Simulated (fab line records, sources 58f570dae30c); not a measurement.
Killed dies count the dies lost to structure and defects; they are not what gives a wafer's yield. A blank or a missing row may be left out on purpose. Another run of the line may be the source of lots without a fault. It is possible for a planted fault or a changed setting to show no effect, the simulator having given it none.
Which tool was responsible? :: flow berkeley cmos170 :: 15 lots, 45 wafers sampled, at 6 steps of a route of 331

== WHAT EACH GAUGE READ, for each wafer ==
UCB170_NLDD_TW_MEAS_11. Usual: NLDD_TW typically reads 2238, with standard deviation 35.
lot: L194
measured: day 5 22:40
on: film metro-02
NLDD_TW: 2293 2298 2303
flag: 

lot: L196
measured: day 6 17:14
on: film metro-03
NLDD_TW: 2219 2220 2229
flag: 

lot: L197
measured: day 6 17:40
on: film metro-01
NLDD_TW: 2213 2216 2214
flag: 

lot: L199
measured: day 7 08:30
on: film metro-02
NLDD_TW: 2290 2279 2300
flag: 

lot: L200
measured: day 7 15:49
on: film metro-01
NLDD_TW: 2199 2198 2192
flag: 

lot: L205
measured: day 8 12:22
on: film metro-02
NLDD_TW: 2271 2285 2283
flag: 

lot: L208
measured: day 9 03:28
on: film metro-01
NLDD_TW: 2224 2212 2215
flag: 

lot: L206
measured: day 9 04:23
on: film metro-01
NLDD_TW: 2213 2207 2230
flag: 

lot: L207
measured: day 9 04:10
on: film metro-03
NLDD_TW: 2243 2244 2247
flag: 

lot: L209
measured: day 9 15:56
on: film metro-01
NLDD_TW: 2206 2193 2205
flag: 

lot: L211
measured: day 10 05:59
on: film metro-03
NLDD_TW: 30 30 30
flag: OFF

lot: L212
measured: day 10 06:52
on: film metro-01
NLDD_TW: 30 30 30
flag: OFF

lot: L213
measured: day 10 06:58
on: film metro-03
NLDD_TW: 30 30 30
flag: OFF

lot: L210
measured: day 10 07:08
on: film metro-02
NLDD_TW: 2281 2277 2288
flag: 

lot: L215
measured: day 11 02:46
on: film metro-01
NLDD_TW: 2213 2219 2218
flag: 

UCB170_M2_OVL_MEAS_16. Usual: M2_OVL typically reads -2 nm, with standard deviation 5.7.
lot: L194
measured: day 7 08:38
on: overlay-01
M2_OVL (nm): -3 -1 -3
flag: 

lot: L196
measured: day 7 22:28
on: overlay-01
M2_OVL (nm): 3 -7 -2
flag: 

lot: L197
measured: day 7 22:40
on: overlay-02
M2_OVL (nm): -13 -6 -14
flag: 

lot: L199
measured: day 8 17:00
on: overlay-02
M2_OVL (nm): 5 8 9
flag: 

lot: L200
measured: day 8 17:17
on: overlay-02
M2_OVL (nm): -2 -8 -3
flag: 

lot: L205
measured: day 9 15:58
on: overlay-01
M2_OVL (nm): 1 0 8
flag: 

lot: L208
measured: day 10 08:34
on: overlay-02
M2_OVL (nm): -7 2 1
flag: 

lot: L206
measured: day 10 08:17
on: overlay-02
M2_OVL (nm): 0 5 -4
flag: 

lot: L207
measured: day 10 11:24
on: overlay-01
M2_OVL (nm): -1 -2 9
flag: 

lot: L209
measured: day 10 18:26
on: overlay-02
M2_OVL (nm): 7 3 1
flag: 

lot: L211
measured: day 11 09:17
on: overlay-01
M2_OVL (nm): -7 1 -3
flag: 

lot: L212
measured: day 11 09:01
on: overlay-02
M2_OVL (nm): -2 0 -5
flag: 

lot: L213
measured: day 11 08:41
on: overlay-02
M2_OVL (nm): 7 7 11
flag: 

lot: L210
measured: day 11 09:50
on: overlay-01
M2_OVL (nm): -2 -1 -5
flag: 

lot: L215
measured: day 12 05:04
on: overlay-02
M2_OVL (nm): -2 -2 -3
flag: 

UCB170_M3_THK_MEAS_03: measures by xrf. Usual: M3_AL_THK typically reads 924 nm, with standard deviation 11.
lot: L194
measured: day 7 12:25
on: film metro-01
M3_AL_THK (nm): 909 918 914
flag: 

lot: L196
measured: day 8 02:26
on: film metro-02
M3_AL_THK (nm): 940 928 936
flag: 

lot: L197
measured: day 8 02:42
on: film metro-01
M3_AL_THK (nm): 934 927 921
flag: 

lot: L199
measured: day 8 23:37
on: film metro-01
M3_AL_THK (nm): 932 926 912
flag: 

lot: L200
measured: day 8 23:52
on: film metro-03
M3_AL_THK (nm): 898 904 895
flag: 

lot: L205
measured: day 9 19:07
on: film metro-03
M3_AL_THK (nm): 920 906 906
flag: 

lot: L208
measured: day 10 12:11
on: film metro-02
M3_AL_THK (nm): 945 940 941
flag: 

lot: L206
measured: day 10 11:52
on: film metro-03
M3_AL_THK (nm): 925 918 918
flag: 

lot: L207
measured: day 10 15:06
on: film metro-01
M3_AL_THK (nm): 933 930 930
flag: 

lot: L209
measured: day 10 22:14
on: film metro-01
M3_AL_THK (nm): 932 945 934
flag: 

lot: L211
measured: day 11 12:28
on: film metro-01
M3_AL_THK (nm): 930 919 925
flag: 

lot: L212
measured: day 11 12:12
on: film metro-02
M3_AL_THK (nm): 933 929 934
flag: 

lot: L213
measured: day 11 12:01
on: film metro-01
M3_AL_THK (nm): 929 926 936
flag: 

lot: L210
measured: day 11 12:52
on: film metro-03
M3_AL_THK (nm): 905 917 907
flag: 

lot: L215
measured: day 12 08:20
on: film metro-01
M3_AL_THK (nm): 912 911 911
flag: 

== WHICH TOOL RAN EACH LOT (tool, then ch and the chambers of the sampled wafers, then the start) ==
lot: L194
UCB170_PLDD_STRIP_10: plasma asher-03 ch 0,1, day 5 20:06
UCB170_NLDD_STRIP_10: plasma asher-01 ch 0, day 5 22:33
UCB170_V2_CVD_00: pecvd-04 ch 0,2, day 7 09:07

lot: L196
UCB170_PLDD_STRIP_10: plasma asher-02 ch 0,1, day 6 14:36
UCB170_NLDD_STRIP_10: plasma asher-04 ch 0,1, day 6 17:08
UCB170_V2_CVD_00: pecvd-01 ch 1,2, day 7 23:09

lot: L197
UCB170_PLDD_STRIP_10: plasma asher-03 ch 0, day 6 14:47
UCB170_NLDD_STRIP_10: plasma asher-02 ch 0,1, day 6 17:34
UCB170_V2_CVD_00: pecvd-03 ch 0,1, day 7 23:20

lot: L199
UCB170_PLDD_STRIP_10: plasma asher-01 ch 0,1, day 7 06:14
UCB170_NLDD_STRIP_10: plasma asher-02 ch 0,1, day 7 08:24
UCB170_V2_CVD_00: pecvd-04 ch 1,2, day 8 17:29

lot: L200
UCB170_PLDD_STRIP_10: plasma asher-02 ch 0,1, day 7 13:46
UCB170_NLDD_STRIP_10: plasma asher-04 ch 0, day 7 15:43
UCB170_V2_CVD_00: pecvd-03 ch 1,2, day 8 17:46

lot: L205
UCB170_PLDD_STRIP_10: plasma asher-01 ch 0, day 8 10:38
UCB170_NLDD_STRIP_10: plasma asher-02 ch 0,1, day 8 12:16
UCB170_V2_CVD_00: pecvd-01 ch 0,1,2, day 9 16:26

lot: L208
UCB170_PLDD_STRIP_10: plasma asher-01 ch 1, day 9 00:36
UCB170_NLDD_STRIP_10: plasma asher-01 ch 0,1, day 9 03:22
UCB170_V2_CVD_00: pecvd-01 ch 1,2, day 10 09:02

lot: L206
UCB170_PLDD_STRIP_10: plasma asher-01 ch 0,1, day 9 01:09
UCB170_NLDD_STRIP_10: plasma asher-01 ch 0,1, day 9 04:17
UCB170_V2_CVD_00: pecvd-04 ch 0,1, day 10 08:46

lot: L207
UCB170_PLDD_STRIP_10: plasma asher-03 ch 0,1, day 9 01:22
UCB170_NLDD_STRIP_10: plasma asher-04 ch 0, day 9 04:04
UCB170_V2_CVD_00: pecvd-03 ch 0,2, day 10 11:53

lot: L209
UCB170_PLDD_STRIP_10: plasma asher-01 ch 1, day 9 13:58
UCB170_NLDD_STRIP_10: plasma asher-04 ch 0,1, day 9 15:50
UCB170_V2_CVD_00: pecvd-04 ch 0,1,2, day 10 18:56

lot: L211
UCB170_PLDD_STRIP_10: plasma asher-03 ch 0,1, day 10 02:46
UCB170_NLDD_STRIP_10: plasma asher-01 ch 0,1, day 10 05:52
UCB170_V2_CVD_00: pecvd-03 ch 1,2, day 11 09:46

lot: L212
UCB170_PLDD_STRIP_10: plasma asher-03 ch 0,1, day 10 03:52
UCB170_NLDD_STRIP_10: plasma asher-04 ch 0,1, day 10 06:47
UCB170_V2_CVD_00: pecvd-04 ch 1,2, day 11 09:29

lot: L213
UCB170_PLDD_STRIP_10: plasma asher-02 ch 0,1, day 10 04:13
UCB170_NLDD_STRIP_10: plasma asher-04 ch 0,1, day 10 06:52
UCB170_V2_CVD_00: pecvd-03 ch 1,2, day 11 09:10

lot: L210
UCB170_PLDD_STRIP_10: plasma asher-03 ch 0,1, day 10 04:30
UCB170_NLDD_STRIP_10: plasma asher-01 ch 0,1, day 10 07:02
UCB170_V2_CVD_00: pecvd-04 ch 0,1,2, day 11 10:19

lot: L215
UCB170_PLDD_STRIP_10: plasma asher-02 ch 0,1, day 11 00:26
UCB170_NLDD_STRIP_10: plasma asher-01 ch 1, day 11 02:39
UCB170_V2_CVD_00: pecvd-04 ch 0,2, day 12 05:33
- UCB170_PLDD_STRIP_10: strips in O2.
- UCB170_NLDD_STRIP_10: strips in O2.
- UCB170_V2_CVD_00: deposits SiO2 from TEOS/O2, target thk 2000 nm, time 250 s.

== WHAT THE TOOLS THEMSELVES READ (means of the sampled wafers that have a number; where no wafer has one, the mark that the record gives instead) ==
UCB170_PLDD_STRIP_10. Usual: chamber pressure mTorr 3500 mTorr, standard deviation 3.3; drypump motor current A 5.7 A, standard deviation 0.43; oes product au 0.734 a.u., standard deviation 0.0043; strip time to endpoint s 21.61 s, standard deviation 0.069.
lot: L194
tool: plasma asher-03
chamber pressure mTorr (mTorr): 3501
drypump motor current A (A): 5.8
oes product au (a.u.): 0.734
strip time to endpoint s (s): 21.55
flag: 

lot: L196
tool: plasma asher-02
chamber pressure mTorr (mTorr): 3498
drypump motor current A (A): 6.3
oes product au (a.u.): 0.736
strip time to endpoint s (s): 21.67
flag: 

lot: L197
tool: plasma asher-03
chamber pressure mTorr (mTorr): 3498
drypump motor current A (A): 6.0
oes product au (a.u.): 0.730
strip time to endpoint s (s): 21.74
flag: 

lot: L199
tool: plasma asher-01
chamber pressure mTorr (mTorr): 3496
drypump motor current A (A): 5.2
oes product au (a.u.): 0.733
strip time to endpoint s (s): 21.56
flag: 

lot: L200
tool: plasma asher-02
chamber pressure mTorr (mTorr): 3500
drypump motor current A (A): 6.3
oes product au (a.u.): 0.733
strip time to endpoint s (s): 21.60
flag: 

lot: L205
tool: plasma asher-01
chamber pressure mTorr (mTorr): 3503
drypump motor current A (A): 5.1
oes product au (a.u.): 0.737
strip time to endpoint s (s): 21.57
flag: 

lot: L208
tool: plasma asher-01
chamber pressure mTorr (mTorr): 3495
drypump motor current A (A): 5.5
oes product au (a.u.): 0.735
strip time to endpoint s (s): 21.58
flag: 

lot: L206
tool: plasma asher-01
chamber pressure mTorr (mTorr): 3499
drypump motor current A (A): 5.4
oes product au (a.u.): 0.732
strip time to endpoint s (s): 21.60
flag: 

lot: L207
tool: plasma asher-03
chamber pressure mTorr (mTorr): 3500
drypump motor current A (A): 5.8
oes product au (a.u.): 0.743
strip time to endpoint s (s): 21.71
flag: 

lot: L209
tool: plasma asher-01
chamber pressure mTorr (mTorr): 3500
drypump motor current A (A): 5.5
oes product au (a.u.): 0.734
strip time to endpoint s (s): 21.63
flag: 

lot: L211
tool: plasma asher-03
chamber pressure mTorr (mTorr): -
drypump motor current A (A): -
oes product au (a.u.): -
strip time to endpoint s (s): -
flag: OFF

lot: L212
tool: plasma asher-03
chamber pressure mTorr (mTorr): -
drypump motor current A (A): -
oes product au (a.u.): -
strip time to endpoint s (s): -
flag: OFF

lot: L213
tool: plasma asher-02
chamber pressure mTorr (mTorr): -
drypump motor current A (A): -
oes product au (a.u.): -
strip time to endpoint s (s): -
flag: OFF

lot: L210
tool: plasma asher-03
chamber pressure mTorr (mTorr): 3500
drypump motor current A (A): 5.8
oes product au (a.u.): 0.735
strip time to endpoint s (s): 21.58
flag: 

lot: L215
tool: plasma asher-02
chamber pressure mTorr (mTorr): 3505
drypump motor current A (A): 6.3
oes product au (a.u.): 0.732
strip time to endpoint s (s): 21.50
flag: 

UCB170_NLDD_STRIP_10. Usual: chamber pressure mTorr 3500 mTorr, standard deviation 3.2; drypump motor current A 5.7 A, standard deviation 0.5; oes product au 0.735 a.u., standard deviation 0.0046; strip time to endpoint s 21.63 s, standard deviation 0.069.
lot: L194
tool: plasma asher-01
chamber pressure mTorr (mTorr): 3497
drypump motor current A (A): 5.1
oes product au (a.u.): 0.731
strip time to endpoint s (s): 21.67
flag: 

lot: L196
tool: plasma asher-04
chamber pressure mTorr (mTorr): 3499
drypump motor current A (A): 6.0
oes product au (a.u.): 0.736
strip time to endpoint s (s): 21.62
flag: 

lot: L197
tool: plasma asher-02
chamber pressure mTorr (mTorr): 3500
drypump motor current A (A): 6.0
oes product au (a.u.): 0.736
strip time to endpoint s (s): 21.57
flag: 

lot: L199
tool: plasma asher-02
chamber pressure mTorr (mTorr): 3503
drypump motor current A (A): 6.1
oes product au (a.u.): 0.738
strip time to endpoint s (s): 21.62
flag: 

lot: L200
tool: plasma asher-04
chamber pressure mTorr (mTorr): 3500
drypump motor current A (A): 6.3
oes product au (a.u.): 0.739
strip time to endpoint s (s): 21.63
flag: 

lot: L205
tool: plasma asher-02
chamber pressure mTorr (mTorr): 3498
drypump motor current A (A): 6.0
oes product au (a.u.): 0.734
strip time to endpoint s (s): 21.68
flag: 

lot: L208
tool: plasma asher-01
chamber pressure mTorr (mTorr): 3502
drypump motor current A (A): 5.4
oes product au (a.u.): 0.733
strip time to endpoint s (s): 21.79
flag: 

lot: L206
tool: plasma asher-01
chamber pressure mTorr (mTorr): 3500
drypump motor current A (A): 5.4
oes product au (a.u.): 0.731
strip time to endpoint s (s): 21.66
flag: 

lot: L207
tool: plasma asher-04
chamber pressure mTorr (mTorr): 3500
drypump motor current A (A): 6.3
oes product au (a.u.): 0.733
strip time to endpoint s (s): 21.62
flag: 

lot: L209
tool: plasma asher-04
chamber pressure mTorr (mTorr): 3499
drypump motor current A (A): 5.6
oes product au (a.u.): 0.735
strip time to endpoint s (s): 21.65
flag: 

lot: L211
tool: plasma asher-01
chamber pressure mTorr (mTorr): 3497
drypump motor current A (A): 5.2
oes product au (a.u.): 0.738
strip time to endpoint s (s): 47.80
flag: OFF

lot: L212
tool: plasma asher-04
chamber pressure mTorr (mTorr): 3502
drypump motor current A (A): 6.0
oes product au (a.u.): 0.740
strip time to endpoint s (s): 47.68
flag: OFF

lot: L213
tool: plasma asher-04
chamber pressure mTorr (mTorr): 3501
drypump motor current A (A): 6.0
oes product au (a.u.): 0.740
strip time to endpoint s (s): 47.70
flag: OFF

lot: L210
tool: plasma asher-01
chamber pressure mTorr (mTorr): 3499
drypump motor current A (A): 5.3
oes product au (a.u.): 0.735
strip time to endpoint s (s): 21.66
flag: 

lot: L215
tool: plasma asher-01
chamber pressure mTorr (mTorr): 3502
drypump motor current A (A): 5.5
oes product au (a.u.): 0.733
strip time to endpoint s (s): 21.55
flag: 

UCB170_V2_CVD_00. Usual: heater power w reads 273 W (standard deviation 55).
lot: L194
tool: pecvd-04
heater power w (W): 262
flag: 

lot: L196
tool: pecvd-01
heater power w (W): 309
flag: 

lot: L197
tool: pecvd-03
heater power w (W): 216
flag: 

lot: L199
tool: pecvd-04
heater power w (W): 293
flag: 

lot: L200
tool: pecvd-03
heater power w (W): 282
flag: 

lot: L205
tool: pecvd-01
heater power w (W): 309
flag: 

lot: L208
tool: pecvd-01
heater power w (W): 269
flag: 

lot: L206
tool: pecvd-04
heater power w (W): 304
flag: 

lot: L207
tool: pecvd-03
heater power w (W): 214
flag: 

lot: L209
tool: pecvd-04
heater power w (W): 315
flag: 

lot: L211
tool: pecvd-03
heater power w (W): 275
flag: 

lot: L212
tool: pecvd-04
heater power w (W): 255
flag: 

lot: L213
tool: pecvd-03
heater power w (W): 277
flag: 

lot: L210
tool: pecvd-04
heater power w (W): 267
flag: 

lot: L215
tool: pecvd-04
heater power w (W): 270
flag: 

== THE ANSWER, worked out from the rows above alone ==
Rule: a lot is off if the mean of its wafers that have a number lies more than 3 standard deviations from the usual mean. A lot without any number at a reading at which 4 lots or more have one is off too. The other lots that the step has rows for count as sound. First the gauges in route order, then the tools' own readings, where a lot's mean is used as printed above. At the first step where some lot is off, the reading lying furthest off is the one used; lots without a number count as furthest.
Off: L211, L212, L213, seen at UCB170_NLDD_TW_MEAS_11 (NLDD_TW).
A tool fits if, at a process step before that reading, it ran every lot that is off, and no sound lot after the first of them. The gauges at UCB170_NLDD_TW_MEAS_11 aren't tried: what is off there is off at UCB170_PLDD_STRIP_10 too, on other tools, and a gauge's error can't cause that. No candidate that was tried fits.

== WHAT WAS PUT IN BY THE SIMULATOR ==
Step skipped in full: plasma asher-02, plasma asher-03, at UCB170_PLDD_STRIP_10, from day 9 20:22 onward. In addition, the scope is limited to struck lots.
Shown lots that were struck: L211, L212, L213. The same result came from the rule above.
